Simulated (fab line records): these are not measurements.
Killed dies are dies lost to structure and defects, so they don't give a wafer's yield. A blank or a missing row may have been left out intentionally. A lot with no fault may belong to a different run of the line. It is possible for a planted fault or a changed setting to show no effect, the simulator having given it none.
Which tool is to blame? :: flow rit cmos :: Sampling: 14 lots, 42 wafers, 5 of 202 route steps

## WHAT THE GAUGES SHOWED, per wafer
Not one reading of a measure or inspect step in the record can be checked against a usual standard deviation.

## EACH LOT AND THE TOOL THAT RAN IT (in order: tool; ch and the chambers of the sampled wafers; start)
lot: L362
RIT_PLDD_STRIP_09: plasma asher-04 ch 0,1, day 2 20:39
RIT_SPACER_CVD_03: lpcvd-02 ch 0, day 2 22:16
RIT_SDANNEAL_RTA_03: rtp anneal-02 ch 0, day 3 03:44
RIT_M1_STRIP_14: plasma asher-02 ch 0,1, day 3 09:57
RIT_M1_PROBE_99: prober-01, day 3 11:52

lot: L365
RIT_PLDD_STRIP_09: plasma asher-02 ch 1, day 3 13:09
RIT_SPACER_CVD_03: lpcvd-01 ch 1, day 3 13:45
RIT_SDANNEAL_RTA_03: rtp anneal-01 ch 0, day 3 19:34
RIT_M1_STRIP_14: plasma asher-03 ch 0,1, day 4 01:34
RIT_M1_PROBE_99: prober-02, day 4 03:32

lot: L369
RIT_PLDD_STRIP_09: plasma asher-04 ch 0,1, day 4 11:04
RIT_SPACER_CVD_03: lpcvd-02 ch 0, day 4 11:41
RIT_SDANNEAL_RTA_03: rtp anneal-01 ch 0, day 4 17:25
RIT_M1_STRIP_14: plasma asher-02 ch 0,1, day 4 23:00
RIT_M1_PROBE_99: prober-02, day 5 00:55

lot: L370
RIT_PLDD_STRIP_09: plasma asher-03 ch 0,1, day 4 18:44
RIT_SPACER_CVD_03: lpcvd-02 ch 0, day 4 19:20
RIT_SDANNEAL_RTA_03: rtp anneal-02 ch 0, day 5 00:49
RIT_M1_STRIP_14: plasma asher-04 ch 0,1, day 5 06:19
RIT_M1_PROBE_99: prober-01, day 5 08:16

lot: L376
RIT_PLDD_STRIP_09: plasma asher-02 ch 0,1, day 6 02:38
RIT_SPACER_CVD_03: lpcvd-01 ch 1, day 6 03:39
RIT_SDANNEAL_RTA_03: rtp anneal-02 ch 0, day 6 09:14
RIT_M1_STRIP_14: plasma asher-03 ch 0,1, day 6 14:52
RIT_M1_PROBE_99: prober-01, day 6 17:24

lot: L377
RIT_PLDD_STRIP_09: plasma asher-04 ch 0,1, day 6 20:14
RIT_SPACER_CVD_03: lpcvd-01 ch 1, day 6 20:50
RIT_SDANNEAL_RTA_03: rtp anneal-01 ch 0, day 7 02:14
RIT_M1_STRIP_14: plasma asher-02 ch 0,1, day 7 08:01
RIT_M1_PROBE_99: prober-01, day 7 09:56

lot: L378
RIT_PLDD_STRIP_09: plasma asher-02 ch 0,1, day 7 07:07
RIT_SPACER_CVD_03: lpcvd-01 ch 0, day 7 07:49
RIT_SDANNEAL_RTA_03: rtp anneal-02 ch 0, day 7 13:44
RIT_M1_STRIP_14: plasma asher-03 ch 0,1, day 7 19:42
RIT_M1_PROBE_99: prober-02, day 7 21:37

lot: L379
RIT_PLDD_STRIP_09: plasma asher-03 ch 1, day 7 07:20
RIT_SPACER_CVD_03: lpcvd-02 ch 1, day 7 08:56
RIT_SDANNEAL_RTA_03: rtp anneal-01 ch 0, day 7 14:55
RIT_M1_STRIP_14: plasma asher-03 ch 0,1, day 7 20:59
RIT_M1_PROBE_99: prober-01, day 7 23:10

lot: L380
RIT_PLDD_STRIP_09: plasma asher-03 ch 0, day 7 14:17
RIT_SPACER_CVD_03: lpcvd-01 ch 0, day 7 14:58
RIT_SDANNEAL_RTA_03: rtp anneal-02 ch 0, day 8 04:07
RIT_M1_STRIP_14: plasma asher-03 ch 0,1, day 8 10:28
RIT_M1_PROBE_99: prober-02, day 8 12:23

lot: L381
RIT_PLDD_STRIP_09: plasma asher-02 ch 0,1, day 7 21:43
RIT_SPACER_CVD_03: lpcvd-01 ch 0, day 7 22:19
RIT_SDANNEAL_RTA_03: rtp anneal-01 ch 0, day 8 04:22
RIT_M1_STRIP_14: plasma asher-02 ch 0,1, day 8 10:43
RIT_M1_PROBE_99: prober-01, day 8 13:56

lot: L382
RIT_PLDD_STRIP_09: plasma asher-03 ch 0, day 7 21:50
RIT_SPACER_CVD_03: lpcvd-02 ch 1, day 7 22:26
RIT_SDANNEAL_RTA_03: rtp anneal-02 ch 0, day 8 04:34
RIT_M1_STRIP_14: plasma asher-04 ch 0,1, day 8 10:55
RIT_M1_PROBE_99: prober-02, day 8 13:56

lot: L383
RIT_PLDD_STRIP_09: plasma asher-03 ch 0,1, day 8 02:24
RIT_SPACER_CVD_03: lpcvd-02 ch 1, day 8 02:56
RIT_SDANNEAL_RTA_03: rtp anneal-01 ch 0, day 8 08:36
RIT_M1_STRIP_14: plasma asher-04 ch 0,1, day 8 14:28
RIT_M1_PROBE_99: prober-01, day 8 16:25

lot: L385
RIT_PLDD_STRIP_09: plasma asher-03 ch 0,1, day 8 11:09
RIT_SPACER_CVD_03: lpcvd-01 ch 0, day 8 11:47
RIT_SDANNEAL_RTA_03: rtp anneal-02 ch 0, day 8 17:40
RIT_M1_STRIP_14: plasma asher-03 ch 0,1, day 9 00:25
RIT_M1_PROBE_99: prober-02, day 9 02:20

lot: L384
RIT_PLDD_STRIP_09: plasma asher-04 ch 0,1, day 8 11:46
RIT_SPACER_CVD_03: lpcvd-02 ch 0, day 8 12:46
RIT_SDANNEAL_RTA_03: rtp anneal-01 ch 0, day 8 18:54
RIT_M1_STRIP_14: plasma asher-02 ch 0,1, day 9 00:37
RIT_M1_PROBE_99: prober-01, day 9 03:50
- RIT_PLDD_STRIP_09: strips in O2, time 180 s.
- RIT_SPACER_CVD_03: deposits Si3N4 from SiH2Cl2/NH3, target thk 250 nm, time 3300 s.
- RIT_SDANNEAL_RTA_03: time 5 s.
- RIT_M1_STRIP_14: strips in O2, time 180 s.
- RIT_M1_PROBE_99

## AS READ BY THE TOOLS THEMSELVES (means over the sampled wafers that have a number; for cases with no such wafer, the mark the record gives instead)
RIT_PLDD_STRIP_09.
lot: L362
tool: plasma asher-04
drypump motor current A (A): 5.7

lot: L365
tool: plasma asher-02
drypump motor current A (A): 5.5

lot: L369
tool: plasma asher-04
drypump motor current A (A): 5.7

lot: L370
tool: plasma asher-03
drypump motor current A (A): 6.5

lot: L376
tool: plasma asher-02
drypump motor current A (A): 5.8

lot: L377
tool: plasma asher-04
drypump motor current A (A): 5.7

lot: L378
tool: plasma asher-02
drypump motor current A (A): 5.8

lot: L379
tool: plasma asher-03
drypump motor current A (A): 6.8

lot: L380
tool: plasma asher-03
drypump motor current A (A): 6.0

lot: L381
tool: plasma asher-02
drypump motor current A (A): 5.8

lot: L382
tool: plasma asher-03
drypump motor current A (A): 6.1

lot: L383
tool: plasma asher-03
drypump motor current A (A): 6.3

lot: L385
tool: plasma asher-03
drypump motor current A (A): 6.3

lot: L384
tool: plasma asher-04
drypump motor current A (A): 5.5

RIT_SDANNEAL_RTA_03.
lot: L362
tool: rtp anneal-02
ramp up c per s: 342.03
wafer_temp_C_max: 1053.7

lot: L365
tool: rtp anneal-01
ramp up c per s: 342.07
wafer_temp_C_max: 1053.6

lot: L369
tool: rtp anneal-01
ramp up c per s: 342.04
wafer_temp_C_max: 1052.1

lot: L370
tool: rtp anneal-02
ramp up c per s: 342.00
wafer_temp_C_max: 1054.3

lot: L376
tool: rtp anneal-02
ramp up c per s: 341.94
wafer_temp_C_max: 1052.2

lot: L377
tool: rtp anneal-01
ramp up c per s: 341.92
wafer_temp_C_max: 1053.2

lot: L378
tool: rtp anneal-02
ramp up c per s: 341.96
wafer_temp_C_max: 1053.8

lot: L379
tool: rtp anneal-01
ramp up c per s: 342.04
wafer_temp_C_max: 1055.0

lot: L380
tool: rtp anneal-02
ramp up c per s: 341.98
wafer_temp_C_max: 1053.6

lot: L381
tool: rtp anneal-01
ramp up c per s: 341.97
wafer_temp_C_max: 1053.4

lot: L382
tool: rtp anneal-02
ramp up c per s: 341.99
wafer_temp_C_max: 1053.9

lot: L383
tool: rtp anneal-01
ramp up c per s: 341.94
wafer_temp_C_max: 1053.4

lot: L385
tool: rtp anneal-02
ramp up c per s: 342.06
wafer_temp_C_max: 1052.7

lot: L384
tool: rtp anneal-01
ramp up c per s: 342.01
wafer_temp_C_max: 1052.1

RIT_M1_STRIP_14.
lot: L362
tool: plasma asher-02
drypump motor current A (A): 5.6

lot: L365
tool: plasma asher-03
drypump motor current A (A): 6.3

lot: L369
tool: plasma asher-02
drypump motor current A (A): 5.6

lot: L370
tool: plasma asher-04
drypump motor current A (A): 5.5

lot: L376
tool: plasma asher-03
drypump motor current A (A): 6.3

lot: L377
tool: plasma asher-02
drypump motor current A (A): 5.8

lot: L378
tool: plasma asher-03
drypump motor current A (A): 6.3

lot: L379
tool: plasma asher-03
drypump motor current A (A): 6.5

lot: L380
tool: plasma asher-03
drypump motor current A (A): 6.3

lot: L381
tool: plasma asher-02
drypump motor current A (A): 5.8

lot: L382
tool: plasma asher-04
drypump motor current A (A): 5.7

lot: L383
tool: plasma asher-04
drypump motor current A (A): 5.5

lot: L385
tool: plasma asher-03
drypump motor current A (A): 6.3

lot: L384
tool: plasma asher-02
drypump motor current A (A): 5.8

RIT_M1_PROBE_99.
lot: L362
tool: prober-01
killed at contacts: 0.0
killed at front end: 10
killed dies: 10
killed on rim: 2.7
killed open: 5.3
killed short: 5.0

lot: L365
tool: prober-02
killed at contacts: 0.0
killed at front end: 7
killed dies: 7
killed on rim: 1.0
killed open: 4.3
killed short: 2.3

lot: L369
tool: prober-02
killed at contacts: 0.0
killed at front end: 27
killed dies: 27
killed on rim: 11.3
killed open: 6.0
killed short: 5.0

lot: L370
tool: prober-01
killed at contacts: 0.3
killed at front end: 22
killed dies: 23
killed on rim: 9.7
killed open: 3.7
killed short: 2.7

lot: L376
tool: prober-01
killed at contacts: 0.0
killed at front end: 8
killed dies: 8
killed on rim: 2.7
killed open: 5.3
killed short: 2.7

lot: L377
tool: prober-01
killed at contacts: 0.0
killed at front end: 6
killed dies: 6
killed on rim: 1.3
killed open: 2.3
killed short: 3.7

lot: L378
tool: prober-02
killed at contacts: 0.0
killed at front end: 7
killed dies: 7
killed on rim: 1.0
killed open: 3.3
killed short: 3.3

lot: L379
tool: prober-01
killed at contacts: 0.7
killed at front end: 7
killed dies: 8
killed on rim: 1.3
killed open: 4.0
killed short: 3.7

lot: L380
tool: prober-02
killed at contacts: 0.0
killed at front end: 8
killed dies: 8
killed on rim: 3.0
killed open: 3.0
killed short: 5.3

lot: L381
tool: prober-01
killed at contacts: 0.0
killed at front end: 9
killed dies: 9
killed on rim: 2.0
killed open: 5.7
killed short: 3.3

lot: L382
tool: prober-02
killed at contacts: 0.0
killed at front end: 6
killed dies: 6
killed on rim: 2.0
killed open: 2.3
killed short: 3.7

lot: L383
tool: prober-01
killed at contacts: 0.0
killed at front end: 6
killed dies: 6
killed on rim: 1.7
killed open: 4.0
killed short: 2.0

lot: L385
tool: prober-02
killed at contacts: 0.0
killed at front end: 7
killed dies: 7
killed on rim: 2.0
killed open: 4.7
killed short: 2.0

lot: L384
tool: prober-01
killed at contacts: 0.3
killed at front end: 6
killed dies: 6
killed on rim: 2.0
killed open: 3.0
killed short: 3.3

## THE ANSWER, worked out from the rows above alone
Rule: the usual values come from the lots themselves. Put in order of their means at a reading, lots are off if they are a third of the lots or fewer, leave a main group of 4 or more, and stand apart from it by a gap of 3 or more times the standard deviation of the main group's means; of several such gaps the widest counts. The tables above print the reading to a certain number of digits; a main group whose means all agree to those digits is not used. Also off: a lot with no number at a reading for which 4 or more lots have one. Any other lot the step has rows for is counted as sound. After the gauges, taken in route order, come the tools' own readings; for these a lot's mean is taken, as printed above. The first step at which some lot is off is used, and at that step the reading that is off furthest; a lot without a number counts as furthest.
Off: L369, L370, at RIT_M1_PROBE_99 (killed on rim). For the main group the mean is 1.9 and the standard deviation 0.64.
A tool fits if, at that step or a process step before it, it ran every lot that is off, and no sound lot after the first of them. None of those tried fits.

## WHAT WAS PUT IN BY THE SIMULATOR
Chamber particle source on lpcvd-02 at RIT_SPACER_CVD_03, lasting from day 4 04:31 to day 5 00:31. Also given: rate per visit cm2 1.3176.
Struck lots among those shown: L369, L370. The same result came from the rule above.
